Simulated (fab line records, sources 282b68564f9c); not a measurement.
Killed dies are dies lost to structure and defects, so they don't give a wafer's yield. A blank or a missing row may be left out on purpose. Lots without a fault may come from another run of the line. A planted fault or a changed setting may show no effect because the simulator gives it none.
A struck lot beside a sound one | flow rit_cmos | 17 steps out of a route of 202
Sound: wafers L273.1, L273.4, L273.6. Struck: wafers L277.1, L277.3, L277.4. The cause comes at the end.
At each step with rows: each side's tool, then ch and its chambers, then its first start. Under that, the readings that differ: sound wafers | struck wafers | difference of the means | sigmas: that difference in standard deviations of wafers without a fault.
alike: readings whose means differ by less than 2 such deviations, and words and numbers that are the same on both sides. not compared: withheld readings, readings that some wafer has no value for, bounds like >300 that may hide the same value, and numbers for which the record gives no deviation and whose values overlap.
The two part at a step that has a row with sigmas, a row that says differs or no value, or rows on one side only. Numbers that don't overlap but have no deviation are shown without sigmas and don't part them. A reading that every wafer of one side lacks parts them only if that side has two wafers or more.

RIT_PWELL_TW_MEAS_10:
  sound on film_metro-01, day 2 16:11; struck on film_metro-01, day 3 13:22
  alike: PWELL_TW
then, 1 step without rows for these wafers: RIT_WELLDRIVE_ANNEAL_00 (time 14700 s).
RIT_WELLDRIVE_RS_MEAS_01: measures by four-point-probe.
  sound on film_metro-02, day 2 21:20; struck on film_metro-04, day 3 19:15
  alike: NWELL_RS
RIT_WELLDRIVE_RS_MEAS_02: measures by four-point-probe.
  sound on film_metro-02, day 2 21:27; struck on film_metro-04, day 3 19:22
  alike: PWELL_RS
then, 6 steps without rows for these wafers: RIT_NRETRO_HMDS_00 (prime time 60 s); RIT_NRETRO_COAT_01 (resist thk 1300 nm); RIT_NRETRO_SOFTBAKE_02 (time 60 s); RIT_NRETRO_EXPOSE_03 (exposes mask M4, target cd 43900 nm); RIT_NRETRO_PEB_04; RIT_NRETRO_DEVELOP_05 (develop time 68 s).
RIT_NRETRO_OVL_MEAS_06:
  sound on overlay-01, day 2 22:35; struck on overlay-01, day 3 20:26
  alike: NRETRO_OVL
then, 1 step without rows for these wafers: RIT_NRETRO_HARDBAKE_07 (time 120 s).
RIT_NRETRO_IMPLANT_08:
  sound on implanter-02 ch 0, day 2 22:52; struck on implanter-03 ch 0, day 3 20:45
  reading                   | sound                | struck               | difference | sigmas
  beam_energy_keV           | 70.016 69.998 69.999 | 79.072 79.096 79.071 | +9.075     | +99 or more
  model.implant.rp_nm (nm)  | 86.28 86.28 86.28    | 97.99 97.99 97.99    | +11.71     |
  model.implant.drp_nm (nm) | 33.94 33.94 33.94    | 37.58 37.58 37.58    | +3.64      |
  alike: dose_ions_cm2
RIT_NRETRO_STRIP_09: strips in O2, time 180 s.
  sound on plasma_asher-01 ch 0,1, day 2 23:01; struck on plasma_asher-03 ch 0,1, day 3 20:54
  alike: drypump_motor_current_A, o2_flow_sccm
  not compared: rf_hours_counter_h
RIT_NRETRO_TW_MEAS_10:
  sound on film_metro-02, day 2 23:11; struck on film_metro-03, day 3 21:05
  reading   | sound          | struck         | difference | sigmas
  NRETRO_TW | 1042 1041 1043 | 1092 1093 1096 | +52        | +7
then, 1 step without rows for these wafers: RIT_PRETRO_HMDS_00 (prime time 60 s).
RIT_M1_PROBE_99:
  sound on prober-01, day 4 05:21; struck on prober-01, day 5 04:03
  reading                             | sound             | struck            | difference | sigmas
  model.etest.cap_p_gate.c_min_ff_um2 | 2.332 2.337 2.316 | 2.284 2.266 2.287 | -0.049     |
  alike: killed_at_contacts, killed_at_front_end, killed_dies, killed_open, killed_short
  not compared: model.etest.pmos_0p3.vt_v, model.etest.pmos_narrow.vt_v, model.etest.pmos_0p3.vt_sat_v

WHERE THEY PART
First at RIT_NRETRO_IMPLANT_08; last, within this record, at RIT_NRETRO_TW_MEAS_10. Later steps at which nothing parts them and some readings are alike: RIT_M1_PROBE_99.

WHY: what the simulator had put in
Process parameter drift: implanter-03, from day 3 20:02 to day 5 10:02, at RIT_NRETRO_IMPLANT_08. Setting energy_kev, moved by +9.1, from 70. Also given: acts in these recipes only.
